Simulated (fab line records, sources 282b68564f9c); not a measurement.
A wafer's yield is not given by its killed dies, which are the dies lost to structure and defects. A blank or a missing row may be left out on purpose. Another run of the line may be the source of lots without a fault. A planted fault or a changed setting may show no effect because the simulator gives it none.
Check for tools in common	flow rit-cmos	Sample size 13 lots and 39 wafers

== REASON IT WAS OPENED ==
3 of 13 lots carry a flag on the reading PWELL_OVL at RIT_PWELL_OVL_MEAS_06. Fault-free wafers read 0.6 nm, with a standard deviation of 1.7.
Rule: a lot is flagged when every wafer of it that has a number lies more than 4 standard deviations from that mean, or none has a number. The other lots count as sound.

lot	measured	on	PWELL_OVL (nm), wafer by wafer	flag
L834	day 1 23:38	overlay-01	1.7 -1.2 -0.8	
L835	day 2 03:38	overlay-01	-0.6 -0.5 -2.7	
L836	day 2 16:15	overlay-02	-3.0 -2.0 -1.5	
L837	day 2 17:41	overlay-01	1.3 1.7 0.5	
L841	day 3 10:10	overlay-01	1.6 -0.5 0.8	
L842	day 3 14:03	overlay-02	242.9 241.3 240.8	FLAGGED
L844	day 3 23:59	overlay-01	240.9 240.6 240.5	FLAGGED
L845	day 4 10:02	overlay-02	239.5 241.7 242.1	FLAGGED
L846	day 4 11:25	overlay-01	-1.8 -1.6 -0.6	
L848	day 4 21:52	overlay-02	-1.0 0.7 -1.3	
L852	day 5 17:03	overlay-02	0.4 1.2 0.2	
L853	day 5 21:47	overlay-02	0.6 2.6 -0.4	
L856	day 6 13:30	overlay-01	0.7 -0.6 0.4	
Flagged lots average 241.1 nm: +240.5 nm relative to the usual, that is +99 or more standard deviations.

== EACH LOT AND THE TOOL IT RAN ON ==
The record holds 1 process step before the reading, out of a route of 202 steps. Each cell gives the tool, then ch followed by the chambers the sampled wafers passed through, then the start.
lot	flag	RIT_PWELL_EXPOSE_03
L834		iline-stepper-01 ch 0, day 1 23:14
L835		iline-stepper-02 ch 0, day 2 03:12
L836		iline-stepper-02 ch 0, day 2 15:50
L837		iline-stepper-02 ch 0, day 2 17:17
L841		iline-stepper-02 ch 0, day 3 09:46
L842	FLAGGED	iline-stepper-01 ch 0, day 3 13:35
L844	FLAGGED	iline-stepper-01 ch 0, day 3 23:34
L845	FLAGGED	iline-stepper-01 ch 0, day 4 09:31
L846		iline-stepper-02 ch 0, day 4 10:59
L848		iline-stepper-02 ch 0, day 4 21:26
L852		iline-stepper-02 ch 0, day 5 16:38
L853		iline-stepper-02 ch 0, day 5 21:22
L856		iline-stepper-02 ch 0, day 6 13:05
What these steps do:
- RIT_PWELL_EXPOSE_03: exposes mask M3, target cd 43700 nm.
- RIT_PWELL_OVL_MEAS_06

== FLAGGED AGAINST TOTAL, ONE TOOL AT A TIME (gauges that did the reading follow at the end) ==
step	tool	lots run	flagged	share of the flagged lots	sound lots run after its first flagged lot
RIT_PWELL_EXPOSE_03	iline-stepper-01	4	3	all	0
RIT_PWELL_EXPOSE_03	iline-stepper-02	9	0	none	-
RIT_PWELL_OVL_MEAS_06	overlay-01	7	1	some	2 (L846,L856)
RIT_PWELL_OVL_MEAS_06	overlay-02	6	2	some	3 (L848,L852,L853)

== THE TABLE: WHAT IT ALLOWS ==
All flagged lots share 1 row of the table, namely iline-stepper-01 at RIT_PWELL_EXPOSE_03.
- iline-stepper-01 at RIT_PWELL_EXPOSE_03: 3 of its 4 lots flagged. Last sound lot L834 at day 1 23:14, first flagged lot L842 at day 3 13:35; a fault beginning in between fits.
What remains is a single tool, iline-stepper-01 at RIT_PWELL_EXPOSE_03.

== WHAT THE SIMULATOR HAD INSERTED ==
Scanner matching overlay: iline-stepper-01, from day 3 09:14 on, at RIT_PWELL_EXPOSE_03. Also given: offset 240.
Shown lots that were struck: L842, L844, L845. The rule above reached the same finding.
